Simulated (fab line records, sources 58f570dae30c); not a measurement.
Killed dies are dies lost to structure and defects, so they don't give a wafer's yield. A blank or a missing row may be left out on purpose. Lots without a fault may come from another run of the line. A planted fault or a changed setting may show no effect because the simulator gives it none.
A struck lot beside a sound one | flow berkeley_cmos170 | 14 steps out of a route of 331
Sound: wafers L972.2, L972.3, L972.5. Struck: wafer L981.6. The cause comes at the end.
At each step with rows: each side's tool, then ch and its chambers, then its first start. Under that, the readings that differ: sound wafers | struck wafers | difference of the means | sigmas: that difference in standard deviations of wafers without a fault.
alike: readings whose means differ by less than 2 such deviations, and words and numbers that are the same on both sides. not compared: withheld readings, readings that some wafer has no value for, bounds like >300 that may hide the same value, and numbers for which the record gives no deviation and whose values overlap.
The two part at a step that has a row with sigmas, a row that says differs or no value, or rows on one side only. Numbers that don't overlap but have no deviation are shown without sigmas and don't part them. A reading that every wafer of one side lacks parts them only if that side has two wafers or more.

first, 2 steps without rows for these wafers: UCB170_GATE_ANNEAL_03 (time 1800 s); UCB170_GATE_CVD_04 (deposits poly-Si from SiH4, time 1501 s, target thk 214 nm).
UCB170_GATE_THK_MEAS_05:
  sound on film_metro-03, day 7 15:20; struck on film_metro-02, day 10 05:30
  alike: GATE_POLY_THK
then, 6 steps without rows for these wafers: UCB170_GATE_COAT_06; UCB170_GATE_COAT_07 (resist thk 900 nm); UCB170_GATE_SOFTBAKE_08 (time 60 s); UCB170_GATE_EXPOSE_09 (exposes mask POLY, target cd 350 nm); UCB170_GATE_PEB_10; UCB170_GATE_DEVELOP_11 (develop time 45 s).
UCB170_GATE_CD_MEAS_12: target cd 350 nm.
  sound on cd_sem-01, day 7 16:33; struck on cd_sem-02, day 10 06:47
  alike: cd_nm
UCB170_GATE_OVL_MEAS_13:
  sound on overlay-02, day 7 16:40; struck on overlay-02, day 10 06:50
  reading       | sound  | struck | difference | sigmas
  GATE_OVL (nm) | -6 0 5 | 9      | +9         | +2
UCB170_GATE_ETCH_14: etches BARC in N2/H2.
  sound on rie_diel-04 ch 0,2, day 7 16:41; struck on rie_diel-01 ch 1, day 10 06:52
  reading               | sound             | struck | difference | sigmas
  oes_product_au (a.u.) | 0.998 1.004 0.999 | 1.030  | +0.030     | +2
  alike: drypump_motor_current_A, throttle_valve_pct
UCB170_GATE_ETCH_15: etches poly-Si in HBr/Cl2, stops on SiO2, time 56.3 s, target depth 278.2 nm.
  sound on rie_si-01 ch 1,3, day 7 16:44; struck on rie_si-02 ch 0, day 10 06:55
  reading                               | sound             | struck | difference | sigmas
  oes_product_au (a.u.)                 | 0.862 0.864 0.858 | 0.726  | -0.135     | -8
  model.GATE.feature_depth_nm (nm)      | 221.7 223.8 222.5 | 177.1  | -45.6      |
  model.etch.depth_nm (nm)              | 221.7 223.8 222.5 | 177.1  | -45.6      |
  model.KrF_of_GATE_COAT_07.thk_nm (nm) | 774 778.2 777.8   | 816.7  | +40.0      |
  alike: drypump_motor_current_A, throttle_valve_pct
  not compared: rf_hours_counter_h
UCB170_GATE_STRIP_16: strips in O2.
  sound on plasma_asher-02 ch 0,1, day 7 16:47; struck on plasma_asher-03 ch 0, day 10 07:01
  alike: drypump_motor_current_A, oes_product_au
  not compared: rf_hours_counter_h

WHERE THEY PART
First at UCB170_GATE_OVL_MEAS_13; last, within this record, at UCB170_GATE_ETCH_15. Later steps at which nothing parts them and some readings are alike: UCB170_GATE_STRIP_16.

WHY: what the simulator had put in
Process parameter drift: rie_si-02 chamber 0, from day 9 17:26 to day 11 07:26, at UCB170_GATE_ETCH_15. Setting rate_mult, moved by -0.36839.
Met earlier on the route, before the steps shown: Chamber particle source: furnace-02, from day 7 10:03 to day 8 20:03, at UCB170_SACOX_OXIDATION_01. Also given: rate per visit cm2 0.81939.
